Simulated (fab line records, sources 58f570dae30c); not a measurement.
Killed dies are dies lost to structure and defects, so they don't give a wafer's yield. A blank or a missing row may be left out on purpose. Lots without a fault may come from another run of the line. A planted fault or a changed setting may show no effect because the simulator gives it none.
Chamber matching | flow berkeley_cmos170 | UCB170_V1_CMP_02 on cmp-02: 4 sister chambers
The step polishes SiO2. 4 wafers are shown with their chamber, then 9 later ones without.

WAFERS WITH THEIR CHAMBER
wafer  | chamber | motor_current_A (A)
L157.1 | 2       | 17.2
L160.2 | 0       | 16.3
L160.3 | 3       | 14.9
L160.4 | 1       | 15.6

WAFERS WITHOUT THEIR CHAMBER
wafer  | motor_current_A (A)
L163.3 | 15.7
L163.4 | 17.0
L163.6 | 15.0
L165.1 | 15.5
L165.4 | 16.0
L165.6 | 15.4
L168.3 | 15.2
L168.4 | 14.5
L168.6 | 14.8

WHICH CHAMBER EACH WENT THROUGH
wafer  | from the rows above     | in truth
L163.3 | 1                       | 1
L163.4 | 2                       | 2
L163.6 | 3                       | 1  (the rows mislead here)
L165.1 | 1                       | 1
L165.4 | can't be placed: 0 or 1 | 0
L165.6 | can't be placed: 1 or 3 | 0
L168.3 | can't be placed: 3 or 1 | 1
L168.4 | 3                       | 3
L168.6 | 3                       | 3
Placed correctly: 5 of 9. Can't be placed from these rows: 3 (the true chamber is among the candidates in 2). Placed wrongly: 1.
How it was worked out, from the rows above alone: a wafer's distance from a chamber is the root of the sum, over the readings, of the square of ((its reading less the chamber's mean) divided by the reading's scatter). The wafer belongs to the nearest chamber; if the next one is less than 2 further off, it can't be placed. A chamber's mean is the mean of its shown wafers. The scatter: with one shown wafer a chamber, the root of the mean of the squares of how far each hidden wafer lies from its nearest shown one.
